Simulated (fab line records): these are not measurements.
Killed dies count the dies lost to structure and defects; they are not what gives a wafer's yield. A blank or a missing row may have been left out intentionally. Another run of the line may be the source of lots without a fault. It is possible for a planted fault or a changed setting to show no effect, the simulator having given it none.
A struck lot beside a sound one | flow rit_cmos | 15 steps out of a route of 202
Sound: wafers L583.2, L583.4, L583.5. Struck: wafers L590.1, L590.6. (L590.4 of the same lot was not struck and is left out.) The cause comes at the end.
For every step that has rows: the tool of each side, followed by ch and its chambers, followed by its first start. Under that, the readings that differ: sound wafers | struck wafers | difference of the means | sigmas: that difference in standard deviations of wafers without a fault.
alike: words and numbers the same on both sides, and readings whose means are apart by under 2 such deviations; not compared: readings that were withheld, readings missing a value for some wafer, numbers with overlapping values and no deviation given by the record, and bounds like >300 which may hide the same value.
Wherever a step has rows on one side only, a row that says differs or no value, or a row with sigmas, the two part there. Numbers that have no deviation but don't overlap get no sigmas and don't part them. A reading that every wafer of one side lacks parts them only if that side has two wafers or more.

first, 2 steps without rows for these wafers: RIT_REOX_CLEAN_02 (cleans in SC2, time 600 s); RIT_REOX_OXIDATION_03 (target thk 25.2 nm, ox time 5580 s).
RIT_REOX_THK_MEAS_04:
  sound on film_metro-03 at day 4 05:32; struck on film_metro-04 at day 5 14:06
  alike: REOX_OXIDE_THK
then, 6 steps without rows for these wafers: RIT_NLDD_HMDS_00 (prime time 60 s); RIT_NLDD_COAT_01 (resist thk 1000 nm); RIT_NLDD_SOFTBAKE_02 (time 60 s); RIT_NLDD_EXPOSE_03 (exposes mask M7, target cd 40700 nm); RIT_NLDD_PEB_04; RIT_NLDD_DEVELOP_05 (develop time 50 s).
RIT_NLDD_OVL_MEAS_06:
  sound on overlay-01 at day 4 06:26; struck on overlay-02 at day 5 15:05
  alike: NLDD_OVL
then, 2 steps without rows for these wafers: RIT_NLDD_HARDBAKE_07 (time 60 s); RIT_NLDD_IMPLANT_08.
RIT_NLDD_STRIP_09: strips in O2, time 180 s.
  sound on plasma_asher-02 ch 0,1, day 4 06:46; struck on plasma_asher-02 ch 1, day 5 15:27
  reading                        | sound          | struck    | difference | sigmas
  chamber_pressure_mTorr (mTorr) | 4001 4007 4007 | 1996 2002 | -2006      | -99 or more
  alike: drypump_motor_current_A, o2_flow_sccm
  not compared: rf_hours_counter_h
RIT_NLDD_TW_MEAS_10:
  sound on film_metro-03 at day 4 06:57; struck on film_metro-02 at day 5 15:38
  alike: NLDD_TW
RIT_M1_PROBE_99:
  sound on prober-02 at day 4 22:26; struck on prober-01 at day 6 07:07
  alike: killed_at_M0_to_M3, killed_at_contacts, killed_at_front_end, killed_dies, killed_on_rim, killed_open, killed_short

WHERE THEY PART
Only at RIT_NLDD_STRIP_09, as far as this record shows. Later steps at which nothing parts them and some readings are alike: RIT_NLDD_TW_MEAS_10, RIT_M1_PROBE_99.

WHY: what had been put in by the simulator
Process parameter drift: plasma_asher-02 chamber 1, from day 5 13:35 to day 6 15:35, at RIT_NLDD_STRIP_09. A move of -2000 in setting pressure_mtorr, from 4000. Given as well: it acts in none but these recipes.
